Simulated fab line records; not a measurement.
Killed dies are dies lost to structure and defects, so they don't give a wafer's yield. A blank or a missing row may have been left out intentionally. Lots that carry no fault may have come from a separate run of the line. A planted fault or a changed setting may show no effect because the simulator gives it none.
Split-lot trial || flow berkeley-cmos170 || 23 wafers read from 5 lots, route of 331 steps

ON THE SPLIT
At UCB170_ACTIVE_EXPOSE_10 (exposes mask ACTIVE, target cd 1200 nm), the setting dose-mj was moved away from the recipe's 20 on 10 of the 23 wafers read, by -4.4% to +7.3%. This setting was run at the recipe's value on the other wafers.

FROM THE SPLIT TO THE READING: what the file shows between them, 5 steps
- UCB170_ACTIVE_PEB_11
- UCB170_ACTIVE_DEVELOP_12: develop time 45 s
- UCB170_ACTIVE_CD_MEAS_13: target cd 1200 nm
- UCB170_ACTIVE_ETCH_15: etches Si3N4 in CH3F/Ar/O2, stops on SiO2, target depth 242 nm, time 151 s
- UCB170_ACTIVE_STRIP_16: strips in O2

THE READING
At UCB170_ACTIVE_CD_MEAS_90: cd-nm in nanometres, against a target cd of 1200 nm. Fault-free wafers of this fab line usually give 1199.8 nm, standard deviation 1.4 nm.

{"wafer": "L076.1", "tool, chamber at the split": "krf-scanner-01, 0", "dose-mj as run": 20.8, "against the recipe": "+4.0%", "cd-nm, nm": 1192.4, "against lot-mates on the recipe": -7.3}
{"wafer": "L076.2", "tool, chamber at the split": "krf-scanner-01, 0", "dose-mj as run": 20, "against the recipe": "recipe", "cd-nm, nm": 1199.5, "against lot-mates on the recipe": "-"}
{"wafer": "L076.3", "tool, chamber at the split": "krf-scanner-01, 0", "dose-mj as run": 20.8, "against the recipe": "+4.0%", "cd-nm, nm": 1192.5, "against lot-mates on the recipe": -7.2}
{"wafer": "L076.4", "tool, chamber at the split": "krf-scanner-01, 0", "dose-mj as run": 20, "against the recipe": "recipe", "cd-nm, nm": 1199.9, "against lot-mates on the recipe": "-"}
{"wafer": "L076.5", "tool, chamber at the split": "krf-scanner-01, 0", "dose-mj as run": 20.8, "against the recipe": "+4.0%", "cd-nm, nm": 1191.9, "against lot-mates on the recipe": -7.8}
{"wafer": "L078.1", "tool, chamber at the split": "krf-scanner-01, 0", "dose-mj as run": 20, "against the recipe": "recipe", "cd-nm, nm": 1201.1, "against lot-mates on the recipe": "-"}
{"wafer": "L078.4", "tool, chamber at the split": "krf-scanner-01, 0", "dose-mj as run": 20, "against the recipe": "recipe", "cd-nm, nm": 1201.1, "against lot-mates on the recipe": "-"}
{"wafer": "L078.6", "tool, chamber at the split": "krf-scanner-01, 0", "dose-mj as run": 20, "against the recipe": "recipe", "cd-nm, nm": 1202.0, "against lot-mates on the recipe": "-"}
{"wafer": "L081.1", "tool, chamber at the split": "krf-scanner-02, 0", "dose-mj as run": 21.46, "against the recipe": "+7.3%", "cd-nm, nm": 1185.5, "against lot-mates on the recipe": -13.7}
{"wafer": "L081.2", "tool, chamber at the split": "krf-scanner-02, 0", "dose-mj as run": 20, "against the recipe": "recipe", "cd-nm, nm": 1199.0, "against lot-mates on the recipe": "-"}
{"wafer": "L081.3", "tool, chamber at the split": "krf-scanner-02, 0", "dose-mj as run": 20, "against the recipe": "recipe", "cd-nm, nm": 1199.3, "against lot-mates on the recipe": "-"}
{"wafer": "L081.5", "tool, chamber at the split": "krf-scanner-02, 0", "dose-mj as run": 21.46, "against the recipe": "+7.3%", "cd-nm, nm": 1186.2, "against lot-mates on the recipe": -13.0}
{"wafer": "L081.6", "tool, chamber at the split": "krf-scanner-02, 0", "dose-mj as run": 20, "against the recipe": "recipe", "cd-nm, nm": 1199.4, "against lot-mates on the recipe": "-"}
{"wafer": "L084.1", "tool, chamber at the split": "krf-scanner-01, 0", "dose-mj as run": 19.11, "against the recipe": "-4.4%", "cd-nm, nm": 1209.9, "against lot-mates on the recipe": "+7.7"}
{"wafer": "L084.2", "tool, chamber at the split": "krf-scanner-01, 0", "dose-mj as run": 20, "against the recipe": "recipe", "cd-nm, nm": 1202.5, "against lot-mates on the recipe": "-"}
{"wafer": "L084.3", "tool, chamber at the split": "krf-scanner-01, 0", "dose-mj as run": 19.11, "against the recipe": "-4.4%", "cd-nm, nm": 1209.4, "against lot-mates on the recipe": "+7.2"}
{"wafer": "L084.5", "tool, chamber at the split": "krf-scanner-01, 0", "dose-mj as run": 20, "against the recipe": "recipe", "cd-nm, nm": 1201.7, "against lot-mates on the recipe": "-"}
{"wafer": "L084.6", "tool, chamber at the split": "krf-scanner-01, 0", "dose-mj as run": 20, "against the recipe": "recipe", "cd-nm, nm": 1202.5, "against lot-mates on the recipe": "-"}
{"wafer": "L085.2", "tool, chamber at the split": "krf-scanner-01, 0", "dose-mj as run": 20.71, "against the recipe": "+3.6%", "cd-nm, nm": 1193.8, "against lot-mates on the recipe": -6.8}
{"wafer": "L085.3", "tool, chamber at the split": "krf-scanner-01, 0", "dose-mj as run": 20.71, "against the recipe": "+3.6%", "cd-nm, nm": 1195.6, "against lot-mates on the recipe": -5.0}
{"wafer": "L085.4", "tool, chamber at the split": "krf-scanner-01, 0", "dose-mj as run": 20, "against the recipe": "recipe", "cd-nm, nm": 1200.8, "against lot-mates on the recipe": "-"}
{"wafer": "L085.5", "tool, chamber at the split": "krf-scanner-01, 0", "dose-mj as run": 20, "against the recipe": "recipe", "cd-nm, nm": 1200.4, "against lot-mates on the recipe": "-"}
{"wafer": "L085.6", "tool, chamber at the split": "krf-scanner-01, 0", "dose-mj as run": 20.71, "against the recipe": "+3.6%", "cd-nm, nm": 1195.2, "against lot-mates on the recipe": -5.4}

THE FIT
A straight line over all 23 wafers: cd-nm changes by -1.99 nm for each +1% of dose-mj; r = -0.98; the points scatter about the line by 1.1 nm.
The same after taking each lot's own level away (the mean of its wafers on the recipe; 23 wafers): -1.77 nm for each +1%; r = -1.00; scatter 0.52 nm.
The reading moves by 13 nm for the largest change in dose-mj, on that fit.
The span of the lots' own levels, 1199.23 to 1202.23 nm, comes to 2.1 times the standard deviation stated above.
Thus the slope moves with the lot-to-lot level: the two fits are different.
Check: with one of the wafers moved furthest among these (+7.3%) left out of the fit, the line predicts -12.7 nm for it against its lot-mates. It came out at -13.7 nm against them.

OTHER SPLITS APPLIED TO THESE WAFERS
Other splits were also applied to these wafers ahead of the reading. Each is held against what the fit with the lots' levels taken away leaves over:
{"other split on the same wafers": "UCB170_NWELL_COAT_07 spin-rpm", "wafers away from the commonest value": 9, "r with cd-nm (lot level and that fit taken away)": -0.12}
{"other split on the same wafers": "UCB170_NWELL_ETCH_13 rf-w", "wafers away from the commonest value": 11, "r with cd-nm (lot level and that fit taken away)": "+0.33"}
{"other split on the same wafers": "UCB170_ACTIVE_CVD_05 pressure-mtorr", "wafers away from the commonest value": 10, "r with cd-nm (lot level and that fit taken away)": -0.26}

THE WHOLE CHAIN: every reading that the file lists as answering this split, in the file's order
{"step": "UCB170_ACTIVE_CD_MEAS_13", "what it does": "target cd 1200 nm", "reading": "cd-nm", "change (the file's fit)": "-1.79 nm for each +1% of the setting", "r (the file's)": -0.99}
{"step": "UCB170_ACTIVE_ETCH_15", "what it does": "etches Si3N4 in CH3F/Ar/O2, stops on SiO2, target depth 242 nm, time 151 s", "reading": "ACTIVE.cd-nm (the simulator's own value, which no gauge read)", "change (the file's fit)": "-1.77 nm for each +1% of the setting", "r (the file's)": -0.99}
{"step": "UCB170_ACTIVE_CD_MEAS_90", "what it does": "target cd 1200 nm", "reading": "cd-nm", "change (the file's fit)": "-1.77 nm for each +1% of the setting", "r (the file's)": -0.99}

THE FILE'S OWN FIT
cd-nm changes by -1.77 nm for each +1% of dose-mj, r = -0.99.
